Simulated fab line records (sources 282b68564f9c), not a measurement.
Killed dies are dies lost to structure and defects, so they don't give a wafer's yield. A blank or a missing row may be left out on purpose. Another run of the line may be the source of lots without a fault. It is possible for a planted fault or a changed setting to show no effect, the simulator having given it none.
Matching of chambers | flow ritCmos | 4 sister chambers for RIT_SPACER_ETCHBACK_05 on rieDiel-03
The step etches Si3N4 in SF6/CHF3, stops on SiO2, target depth 250 nm, time 240 s. 4 wafers are shown with their chamber, then 7 later ones without.

== EACH WAFER AND ITS CHAMBER ==
wafer  | chamber | drypumpMotorCurrentA (A)
L920.1 | 2       | 6.5
L929.5 | 0       | 5.8
L931.1 | 3       | 4.9
L931.2 | 1       | 6.2

== WAFERS MISSING THEIR CHAMBER ==
wafer  | drypumpMotorCurrentA (A)
L931.3 | 5.9
L936.1 | 5.8
L936.3 | 6.5
L936.4 | 4.9
L938.4 | 6.6
L938.5 | 4.8
L938.6 | 5.8

== CHAMBER TAKEN BY EACH ==
wafer  | from the rows above | in truth
L931.3 | 0                   | 0
L936.1 | 0                   | 0
L936.3 | 2                   | 2
L936.4 | 3                   | 3
L938.4 | 2                   | 2
L938.5 | 3                   | 3
L938.6 | 0                   | 0
Placed correctly: 7 of 7. Can't be placed from these rows: 0. Wrongly placed: 0.
How it was worked out, from the rows above alone: a wafer's distance from a chamber is the root of the sum, over the readings, of the square of ((its reading less the chamber's mean) divided by the reading's scatter). If the next closest chamber is less than 2 further off than the closest, the wafer can't be placed; otherwise it belongs to the closest. Each chamber's mean is taken over the wafers shown for it. The scatter: with one shown wafer a chamber, the root of the mean of the squares of how far each hidden wafer lies from its nearest shown one.
